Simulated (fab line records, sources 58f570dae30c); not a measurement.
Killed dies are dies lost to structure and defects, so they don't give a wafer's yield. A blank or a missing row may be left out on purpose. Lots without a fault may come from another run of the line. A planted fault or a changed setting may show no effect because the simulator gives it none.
Which tool did it? | flow berkeley_cmos170 | 7 lots, 21 wafers sampled, at 1 step of a route of 331

WHAT THE GAUGES READ, wafer by wafer
UCB170_M2_CD_MEAS_15: target cd 700 nm.
lot  | measured     | on        | cd_nm (nm)
L383 | day 8 14:35  | cd_sem-01 | 699.7 700.2 699.0
L385 | day 8 22:41  | cd_sem-01 | 700.1 700.0 700.7
L392 | day 10 08:32 | cd_sem-01 | 700.3 700.8 699.6
L391 | day 10 09:46 | cd_sem-02 | 701.9 702.2 701.7
L397 | day 11 08:09 | cd_sem-01 | 699.1 698.3 699.9
L401 | day 12 16:52 | cd_sem-02 | 696.7 697.0 696.3
L405 | day 13 10:22 | cd_sem-02 | 701.7 700.5 701.0

WHICH TOOL RAN EACH LOT (tool, then ch and the chambers of the sampled wafers, then the start)
The record holds no process step before these readings.

THE ANSWER, worked out from the rows above alone
Rule: what is usual is taken from the lots themselves. Put in order of their means at a reading, lots are off if they are a third of the lots or fewer, leave a main group of 4 or more, and stand apart from it by a gap of 3 or more times the standard deviation of the main group's means; of several such gaps the widest counts. A main group whose means are all the same, to the digits that the tables above print for the reading, isn't used. A lot without any number at a reading at which 4 lots or more have one is off too. The other lots that the step has rows for count as sound.
No lot is off at any reading shown: from this, nothing can be told.

WHAT THE SIMULATOR HAD PUT IN
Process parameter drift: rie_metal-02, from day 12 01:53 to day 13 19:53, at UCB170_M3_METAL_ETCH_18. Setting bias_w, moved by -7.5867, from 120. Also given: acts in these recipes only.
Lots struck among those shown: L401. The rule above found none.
